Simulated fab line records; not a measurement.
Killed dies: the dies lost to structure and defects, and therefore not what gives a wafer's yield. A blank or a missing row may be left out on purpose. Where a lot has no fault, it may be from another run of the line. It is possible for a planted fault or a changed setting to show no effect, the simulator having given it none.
Check of tool commonality    flow rit cmos    Sample size 14 lots and 42 wafers

WHAT PROMPTED THE OPENING
Of 14 lots, 2 have the reading ACTIVE_NITRIDE_THK flagged at RIT_ACTIVE_THK_MEAS_04. Fault-free wafers read 150.1 nm, with a standard deviation of 1.6.
Rule: a lot is flagged in two cases, either no wafer of it has a number, or all its wafers with numbers fall more than 4 standard deviations from that mean. The other lots count as sound.

lot   measured     on             ACTIVE_NITRIDE_THK (nm), wafer by wafer  flag
L457  day 1 13:50  film metro-03  150.3 151.4 151.3                        
L458  day 1 18:56  film metro-03  151.4 152.2 151.7                        
L459  day 2 00:44  film metro-03  151.6 151.5 150.0                        
L460  day 2 05:55  film metro-03  149.4 149.2 150.5                        
L461  day 2 11:32  film metro-03  149.8 150.9 150.4                        
L462  day 2 17:10  film metro-01  149.6 149.0 149.0                        
L463  day 2 21:52  film metro-01  150.7 150.7 150.2                        
L464  day 3 05:07  film metro-03  152.2 152.9 150.9                        
L466  day 3 10:33  film metro-03  147.5 148.9 149.2                        
L467  day 3 16:48  film metro-02  148.2 147.9 148.9                        
L471  day 4 12:14  film metro-02  147.8 148.2 148.7                        
L472  day 4 19:31  film metro-03  192.4 191.3 191.9                        FLAGGED
L474  day 5 02:32  film metro-01  194.0 193.6 195.1                        FLAGGED
L478  day 5 22:58  film metro-03  149.4 151.5 149.7                        
On average the flagged lots' numbers are 193.1 nm, which is +43.0 nm against the usual, or +27 standard deviations.

WHICH TOOL EACH LOT WENT THROUGH
The record holds 1 process step before the reading, out of a route of 202 steps. Cell contents, in order: the tool; ch with the chambers the sampled wafers went through; the start.
lot   flag     RIT_ACTIVE_CVD_03
L457           lpcvd-01 ch 0, day 1 12:25
L458           lpcvd-01 ch 1, day 1 17:31
L459           lpcvd-01 ch 0, day 1 23:19
L460           lpcvd-02 ch 1, day 2 04:28
L461           lpcvd-01 ch 1, day 2 10:07
L462           lpcvd-01 ch 1, day 2 15:43
L463           lpcvd-01 ch 1, day 2 20:27
L464           lpcvd-02 ch 0, day 3 02:59
L466           lpcvd-02 ch 0, day 3 09:07
L467           lpcvd-01 ch 0, day 3 15:22
L471           lpcvd-02 ch 1, day 4 10:50
L472  FLAGGED  lpcvd-02 ch 0, day 4 17:23
L474  FLAGGED  lpcvd-02 ch 1, day 5 01:07
L478           lpcvd-01 ch 1, day 5 21:32
What is done by these steps:
- RIT_ACTIVE_CVD_03: deposits Si3N4 from SiH2Cl2/NH3, target thk 150 nm, time 1500 s.
- RIT_ACTIVE_THK_MEAS_04

FLAGGED OVER TOTAL, TOOL BY TOOL (the gauges that took the reading come last)
step                    tool           lots run  flagged  share of the flagged lots  sound lots run after its first flagged lot
RIT_ACTIVE_CVD_03       lpcvd-01       8         0        none                       -
RIT_ACTIVE_CVD_03       lpcvd-02       6         2        all                        0
RIT_ACTIVE_THK_MEAS_04  film metro-01  3         1        some                       0
RIT_ACTIVE_THK_MEAS_04  film metro-02  2         0        none                       -
RIT_ACTIVE_THK_MEAS_04  film metro-03  9         1        some                       1 (L478)

WHAT THE TABLE ALLOWS
Rows of the table that ran each flagged lot: 1, that is lpcvd-02 at RIT_ACTIVE_CVD_03.
- lpcvd-02 at RIT_ACTIVE_CVD_03 ran 6 lots, 2 of them flagged. It ran its last sound lot, L471, at day 4 10:50 and its first flagged lot, L472, at day 4 17:23: a fault with its onset between the two fits. Its own readings (spike tc centre C, spike tc load C, susceptor temp C) fall more than 4 standard deviations out on all wafers of the flagged lots.
One tool is left: lpcvd-02 at RIT_ACTIVE_CVD_03.

WHAT THE SIMULATOR HAD PUT IN
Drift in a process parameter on lpcvd-02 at RIT_ACTIVE_CVD_03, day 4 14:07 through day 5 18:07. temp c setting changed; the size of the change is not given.
Lots struck among those shown: L472, L474. This agrees with what the rule above found.
